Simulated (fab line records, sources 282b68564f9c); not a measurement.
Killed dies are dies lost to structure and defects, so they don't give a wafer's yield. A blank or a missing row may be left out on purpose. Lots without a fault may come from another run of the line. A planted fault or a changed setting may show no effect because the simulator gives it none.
A struck lot beside a sound one | flow rit_cmos | 19 steps out of a route of 202
Sound: wafers L970.2, L970.3, L970.4. Struck: wafers L975.2, L975.4, L975.6. The cause comes at the end.
At each step with rows: each side's tool, then ch and its chambers, then its first start. Under that, the readings that differ: sound wafers | struck wafers | difference of the means | sigmas: that difference in standard deviations of wafers without a fault.
alike: readings whose means differ by less than 2 such deviations, and words and numbers that are the same on both sides. not compared: withheld readings, readings that some wafer has no value for, bounds like >300 that may hide the same value, and numbers for which the record gives no deviation and whose values overlap.
The two part at a step that has a row with sigmas, a row that says differs or no value, or rows on one side only. Numbers that don't overlap but have no deviation are shown without sigmas and don't part them. A reading that every wafer of one side lacks parts them only if that side has two wafers or more.

first, 4 steps without rows for these wafers: RIT_PSD_SOFTBAKE_02 (time 60 s); RIT_PSD_EXPOSE_03 (exposes mask M10, target cd 40900 nm); RIT_PSD_PEB_04; RIT_PSD_DEVELOP_05 (develop time 50 s).
RIT_PSD_OVL_MEAS_06:
  sound on overlay-01, day 5 07:18; struck on overlay-02, day 6 07:42
  alike: PSD_OVL
then, 2 steps without rows for these wafers: RIT_PSD_HARDBAKE_07 (time 60 s); RIT_PSD_IMPLANT_08.
RIT_PSD_STRIP_09: strips in O2, time 180 s.
  sound on plasma_asher-03 ch 0,1, day 5 07:38; struck on plasma_asher-03 ch 0,1, day 6 08:02
  alike: drypump_motor_current_A
  not compared: rf_hours_counter_h
RIT_PSD_TW_MEAS_10:
  sound on film_metro-01, day 5 07:49; struck on film_metro-01, day 6 08:13
  alike: PSD_TW
then, 3 steps without rows for these wafers: RIT_SDANNEAL_CLEAN_00 (cleans in SC1, time 600 s); RIT_SDANNEAL_CLEAN_01 (cleans in dHF, time 30 s); RIT_SDANNEAL_CLEAN_02 (cleans in SC2, time 600 s).
RIT_SDANNEAL_RTA_03: time 5 s.
  sound on rtp_anneal-01 ch 0, day 5 08:14; struck on rtp_anneal-02 ch 0, day 6 08:38
  reading          | sound                | struck            | difference | sigmas
  wafer_temp_C_max | 1054.3 1053.2 1052.7 | 987.0 989.2 987.1 | -65.6      | -55
RIT_SDANNEAL_RS_MEAS_04: measures by four-point-probe.
  sound on film_metro-02, day 5 08:19; struck on film_metro-04, day 6 08:43
  reading         | sound                | struck               | difference | sigmas
  PSD_RS (ohm/sq) | 115.58 116.12 116.10 | 166.82 166.36 166.12 | +50.50     | +99 or more
RIT_SDANNEAL_RS_MEAS_05: measures by four-point-probe.
  sound on film_metro-02, day 5 08:26; struck on film_metro-04, day 6 08:50
  reading         | sound             | struck            | difference | sigmas
  NSD_RS (ohm/sq) | 84.70 84.79 84.97 | 87.17 87.28 87.39 | +2.46      | +8
RIT_SDANNEAL_RS_MEAS_06: measures by four-point-probe.
  sound on film_metro-02, day 5 08:33; struck on film_metro-04, day 6 08:57
  reading          | sound             | struck            | difference | sigmas
  PLDD_RS (ohm/sq) | 177.8 178.0 178.3 | 247.1 246.5 246.4 | +68.6      | +99 or more
RIT_SDANNEAL_RS_MEAS_07: measures by four-point-probe.
  sound on film_metro-02, day 5 08:40; struck on film_metro-04, day 6 09:04
  reading          | sound             | struck            | difference | sigmas
  NLDD_RS (ohm/sq) | 152.0 152.2 151.8 | 153.9 153.8 153.6 | +1.8       | +3
then, 1 step without rows for these wafers: RIT_SILICIDE_WET_ETCH_00 (etches SiO2 in BOE, target depth 14 nm, time 15 s).
RIT_M1_PROBE_99:
  sound on prober-02, day 5 15:37; struck on prober-01, day 6 16:07
  reading                             | sound             | struck            | difference | sigmas
  model.etest.pmos_turned.r_on_ohm_um | 3327 3381 3290    | 5039 5111 5056    | +1736      |
  model.etest.pmos_0p3.r_on_ohm_um    | 6198 6298 6143    | 7541 7652 7572    | +1375      |
  model.etest.pmos_0p15.r_on_ohm_um   | 2678 2712 2668    | 3727 3742 3765    | +1059      |
  model.etest.pldd.rs_ohm_sq          | 500.4 505.9 475.9 | 714.5 713.5 716.3 | +220.7     |
  model.etest.nmos_0p3.r_on_ohm_um    | 2125 2152 2124    | 2347 2364 2344    | +218       |
  model.etest.pmos_turned.drive_ua_um | 197.4 194.4 204.1 | 111.7 110.7 111.3 | -87.4      |
  model.etest.nmos_0p15.r_on_ohm_um   | 1121 1124 1123    | 1219 1211 1211    | +91        |
  model.etest.nmos_0p15.drive_ua_um   | 484.7 477.6 490.7 | 396.8 396.6 396.8 | -87.6      |
  alike: killed_at_contacts, killed_at_front_end, killed_dies, killed_open, killed_short

WHERE THEY PART
First at RIT_SDANNEAL_RTA_03; last, within this record, at RIT_SDANNEAL_RS_MEAS_07. Later steps at which nothing parts them and some readings are alike: RIT_M1_PROBE_99.

WHY: what the simulator had put in
Process parameter drift: rtp_anneal-02, from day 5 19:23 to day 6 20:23, at RIT_SDANNEAL_RTA_03. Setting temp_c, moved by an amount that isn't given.
